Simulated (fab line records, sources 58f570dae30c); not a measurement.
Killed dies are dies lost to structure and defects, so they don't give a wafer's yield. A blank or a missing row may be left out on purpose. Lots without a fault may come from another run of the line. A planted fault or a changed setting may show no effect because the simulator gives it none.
Split-lot experiment | flow berkeley_cmos170 | 5 lots, 23 wafers read, on a route of 331 steps

THE SPLIT
At UCB170_PLDD_EXPOSE_03 (exposes mask PSELECT, target cd 1200 nm), the setting dose_mj was moved away from the recipe's 30 on 10 of the 23 wafers read, by -4.3% to +6.3%. The other wafers ran this setting at the recipe's value.

FROM THE SPLIT TO THE READING: what the file shows between them, 2 steps
- UCB170_PLDD_PEB_04
- UCB170_PLDD_DEVELOP_05: develop time 45 s

THE READING
cd_nm, in nm, at UCB170_PLDD_CD_MEAS_06 (target cd 1200 nm). Fault-free wafers of this fab line usually give 1199.6 nm, standard deviation 1.7 nm.

wafer  | tool, chamber at the split | dose_mj as run | against the recipe | cd_nm, nm | against lot-mates on the recipe
L077.1 | krf_scanner-02, 0          | 30             | recipe             | 1200.1    | -
L077.2 | krf_scanner-02, 0          | 30             | recipe             | 1200.5    | -
L077.3 | krf_scanner-02, 0          | 30.74          | +2.5%              | 1203.3    | +2.8
L077.5 | krf_scanner-02, 0          | 30             | recipe             | 1200.9    | -
L077.6 | krf_scanner-02, 0          | 30.74          | +2.5%              | 1205.5    | +5.0
L079.2 | krf_scanner-01, 0          | 30             | recipe             | 1198.5    | -
L079.5 | krf_scanner-01, 0          | 30             | recipe             | 1199.4    | -
L079.6 | krf_scanner-01, 0          | 30             | recipe             | 1200.3    | -
L083.2 | krf_scanner-01, 0          | 30             | recipe             | 1199.3    | -
L083.3 | krf_scanner-01, 0          | 30             | recipe             | 1198.7    | -
L083.4 | krf_scanner-01, 0          | 31.88          | +6.3%              | 1209.5    | +10.5
L083.5 | krf_scanner-01, 0          | 31.88          | +6.3%              | 1210.8    | +11.8
L083.6 | krf_scanner-01, 0          | 31.88          | +6.3%              | 1208.3    | +9.3
L085.1 | krf_scanner-02, 0          | 28.7           | -4.3%              | 1189.6    | -8.2
L085.3 | krf_scanner-02, 0          | 30             | recipe             | 1197.9    | -
L085.4 | krf_scanner-02, 0          | 28.7           | -4.3%              | 1189.0    | -8.8
L085.5 | krf_scanner-02, 0          | 30             | recipe             | 1197.8    | -
L085.6 | krf_scanner-02, 0          | 28.7           | -4.3%              | 1189.8    | -8.0
L084.1 | krf_scanner-02, 0          | 30.67          | +2.2%              | 1204.2    | +3.9
L084.2 | krf_scanner-02, 0          | 30.67          | +2.2%              | 1205.5    | +5.2
L084.3 | krf_scanner-02, 0          | 30             | recipe             | 1200.6    | -
L084.4 | krf_scanner-02, 0          | 30             | recipe             | 1198.3    | -
L084.6 | krf_scanner-02, 0          | 30             | recipe             | 1201.9    | -

THE FIT
A straight line over all 23 wafers: cd_nm changes by +1.9 nm for each +1% of dose_mj; r = +0.97; the points scatter about the line by 1.5 nm.
The same after taking each lot's own level away (the mean of its wafers on the recipe; 23 wafers): +1.78 nm for each +1%; r = +0.98; scatter 0.94 nm.
On that fit, the largest move of dose_mj shifts the reading by 11 nm.
The lots' own levels span 1197.85 to 1200.50 nm, that is 1.6 times the standard deviation above.
So the lot-to-lot level changes the slope little: the two slopes agree.
Check: with one of the wafers moved furthest among these (+6.3%) left out of the fit, the line predicts +11.1 nm for it against its lot-mates. It came out at +10.5 nm against them.

OTHER SPLITS ON THESE WAFERS
These wafers also went through other splits before the reading. Each is held against what the fit with the lots' levels taken away leaves over:
other split on the same wafers          | wafers away from the commonest value | r with cd_nm (lot level and that fit taken away)
UCB170_START_OXIDATION_02 ox_time_s     | 10                                   | +0.25
UCB170_ZERO_COAT_01 spin_rpm            | 5                                    | -0.27
UCB170_NWELL_CVD_04 nh3_flow_sccm       | 18                                   | -0.20
UCB170_WELLDRIVE_OXIDATION_01 ox_time_s | 15                                   | -0.17
UCB170_FIELD_OXIDATION_01 temp_c        | 15                                   | -0.19
UCB170_SCREENOX_OXIDATION_01 temp_c     | 18                                   | -0.11
UCB170_NVT_IMPLANT_07 energy_kev        | 8                                    | +0.01

THE FILE'S OWN FIT
cd_nm changes by +1.76 nm for each +1% of dose_mj, r = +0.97.
